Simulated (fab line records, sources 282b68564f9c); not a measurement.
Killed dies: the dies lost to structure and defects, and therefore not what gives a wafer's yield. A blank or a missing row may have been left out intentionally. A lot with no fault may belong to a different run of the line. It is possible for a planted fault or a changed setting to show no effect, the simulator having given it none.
Split-lot study | flow rit-cmos | on a route of 202 steps: 5 lots, 23 wafers read

== THE SPLIT ITSELF ==
At RIT_PWELL_COAT_01 (resist thk 1300 nm), the setting spin-rpm was moved away from the recipe's 2000 rpm on 7 of the 23 wafers read, by -5.8% to -3.3%. For the rest of the wafers, this setting stayed at what the recipe calls for.

== FROM THE SPLIT TO THE READING: what the file shows between them, 3 steps ==
- RIT_PWELL_SOFTBAKE_02: time 57.01 s
- RIT_PWELL_EXPOSE_03: exposes mask M3, target cd 43700 nm
- RIT_PWELL_DEVELOP_05: develop time 68 s

== THE READING ==
NOVOLAK_of_PWELL_COAT_01.thk-nm (the simulator's own value, which no gauge read), in nm, at RIT_PWELL_HARDBAKE_07 (time 120 s). The file gives no usual value for it. Average 1139 nm, standard deviation 3.3 nm, over the 16 wafers here run with the recipe.

wafer  | tool, chamber at the split | spin-rpm as run, rpm | against the recipe | NOVOLAK_of_PWELL_COAT_01.thk-nm, nm | against lot-mates on the recipe
L079.1 | litho-track-02, 0          | 2000                 | recipe             | 1137                                | -
L079.2 | litho-track-02, 0          | 2000                 | recipe             | 1134                                | -
L079.6 | litho-track-02, 0          | 2000                 | recipe             | 1135                                | -
L081.1 | litho-track-03, 0          | 2000                 | recipe             | 1137                                | -
L081.2 | litho-track-03, 0          | 1934                 | -3.3%              | 1156                                | +18
L081.3 | litho-track-03, 0          | 1934                 | -3.3%              | 1155                                | +18
L081.4 | litho-track-03, 0          | 1934                 | -3.3%              | 1154                                | +16
L081.6 | litho-track-03, 0          | 2000                 | recipe             | 1138                                | -
L083.1 | litho-track-03, 0          | 2000                 | recipe             | 1144                                | -
L083.5 | litho-track-03, 0          | 2000                 | recipe             | 1144                                | -
L083.2 | litho-track-03, 0          | 2000                 | recipe             | 1141                                | -
L083.4 | litho-track-03, 0          | 1911                 | -4.4%              | 1170                                | +27
L083.6 | litho-track-03, 0          | 1911                 | -4.4%              | 1167                                | +24
L084.1 | litho-track-01, 0          | 2000                 | recipe             | 1144                                | -
L084.2 | litho-track-01, 0          | 1883                 | -5.8%              | 1176                                | +33
L084.3 | litho-track-01, 0          | 1883                 | -5.8%              | 1181                                | +38
L084.4 | litho-track-01, 0          | 2000                 | recipe             | 1142                                | -
L084.6 | litho-track-01, 0          | 2000                 | recipe             | 1143                                | -
L085.1 | litho-track-01, 0          | 2000                 | recipe             | 1138                                | -
L085.2 | litho-track-01, 0          | 2000                 | recipe             | 1139                                | -
L085.4 | litho-track-01, 0          | 2000                 | recipe             | 1141                                | -
L085.5 | litho-track-01, 0          | 2000                 | recipe             | 1135                                | -
L085.6 | litho-track-01, 0          | 2000                 | recipe             | 1137                                | -

FIT RESULTS
A straight line over all 23 wafers: NOVOLAK_of_PWELL_COAT_01.thk-nm changes by -6.28 nm for each +1% of spin-rpm; r = -0.97; the points scatter about the line by 3.7 nm.
The same after taking each lot's own level away (the mean of its wafers on the recipe; 23 wafers): -5.83 nm for each +1%; r = -0.99; scatter 1.8 nm.
The reading moves by 34 nm for the largest change in spin-rpm, on that fit.
Measured against the standard deviation above, the lots' own levels, which go from 1135.3 to 1143.0 nm, span 2.3 times it.
Hence the lot-to-lot level has little effect on the slope; both slopes agree.
Check: +34.3 nm against its lot-mates is what the line predicts for one of the wafers moved furthest among these (-5.8%) when that wafer is left out of the fit. It came out at +33 nm against them.

== OTHER SPLITS APPLIED TO THESE WAFERS ==
Before the reading, these wafers also passed through other splits. Each is held against what the fit with the lots' levels taken away leaves over:
other split on the same wafers    | wafers away from the commonest value | r with NOVOLAK_of_PWELL_COAT_01.thk-nm (lot level and that fit taken away)
RIT_ACTIVE_OXIDATION_01 temp-c    | 15                                   | +0.13
RIT_ACTIVE_EXPOSE_08 dose-mj      | 8                                    | +0.17
RIT_ACTIVE_ETCH_13 pressure-mtorr | 18                                   | +0.22
RIT_NWELL_COAT_01 resist-thk-nm   | 8                                    | +0.27

== THE WHOLE CHAIN: every reading that the file lists as answering this split, in the file's order ==
step                  | what it does       | reading                                                                          | change (the file's fit)              | r (the file's)
RIT_PWELL_COAT_01     | resist thk 1300 nm | NOVOLAK_of_PWELL_COAT_01.thk-nm (the simulator's own value, which no gauge read) | -6.79 nm for each +1% of the setting | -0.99
RIT_PWELL_HARDBAKE_07 | time 120 s         | NOVOLAK_of_PWELL_COAT_01.thk-nm (the simulator's own value, which no gauge read) | -5.84 nm for each +1% of the setting | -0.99

== THE FILE'S OWN FIT ==
NOVOLAK_of_PWELL_COAT_01.thk-nm changes by -5.84 nm for each +1% of spin-rpm, r = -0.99.
